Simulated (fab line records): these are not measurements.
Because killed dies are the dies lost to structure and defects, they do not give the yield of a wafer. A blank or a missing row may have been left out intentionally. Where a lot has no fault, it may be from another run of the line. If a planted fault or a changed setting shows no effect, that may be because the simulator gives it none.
Problem report, 8D (eight disciplines) form, completed by code -- flow ritCmos -- the parts of the form that need people (team, actions taken, sign-off) are left out

## 1. THE PROBLEM
developerTempC at RIT_M1_DEVELOP_08 reads a mean of 22.24 C on 6 wafers of 2 lots; wafers without a fault read 23.01 C with a standard deviation of 0.11. Relative to the usual mean, that is a shift of -7.0 standard deviations.
The step: develop time 68 s.
Seen first at day 4 10:00 on lithoTrack-02, wafer L512.1. At this step, 42 wafers from 14 lots have a number in the record. The rule behind "out" and "out of limits": a value lying over 4 standard deviations away from the usual mean. The other wafers with a number count as sound.

## 2. WHAT IT IS; WHAT IT IS NOT
question,is,is not
which readings at this step,developerTempC,resistLineTempC
which lots,"L512, L515","L508, L509, L510, L511, L521, L522, L523, L526, L527, L528, L530, L531"
which wafers of those lots,all that have a number,-
read on which tools,lithoTrack-02,"lithoTrack-01, lithoTrack-04"
when,from day 4 10:00,"up to then (12 sound wafers); but 24 sound wafers of L521, L522, L523, L526, L527, L528, L530, L531 came after"

## 3. THE SUSPECTS, EACH WITH WHAT RULES IT OUT
Counting: a tool stays on the suspect list if, at a process step up to the reading, it processed all lots that are out and no sound lot following the first of them.
- lithoTrack-02 at RIT_M1_DEVELOP_08 (develop time 68 s): ruled out as a lasting fault. Following L512 (day 4 10:00), the first lot on it that is out, the sound lots L526, L531, L530 were run on it.
Left after counting: nothing in the record.

## 4. THE CAUSE (what the simulator had put in)
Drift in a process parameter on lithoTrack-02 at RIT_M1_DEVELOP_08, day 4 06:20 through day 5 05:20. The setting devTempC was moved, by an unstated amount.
Counting ruled it out, wrongly.

## 5. THE EFFECT CHAIN, in route order
Each row: a reading where the mean over the struck wafers with a number is more than 3 standard deviations away from the usual. Only readings for which the record gives a usual standard deviation are gone through. hours: the time from each lot's start at the first step in this table that gives one to its start at this step, as a median over the lots. sigmas: the change in usual standard deviations.
hours,step,reading,usual,on struck wafers,change,sigmas
0,RIT_M1_DEVELOP_08,developerTempC,23.01 C,22.24,-0.77,-7.0
It contains these process steps:
- RIT_M1_DEVELOP_08: develop time 68 s.

## 6. WHAT WOULD HAVE CAUGHT IT SOONER
4 hours passed between the start of the fault at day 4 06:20 and the first reading out of limits in this record, taken at day 4 10:00.
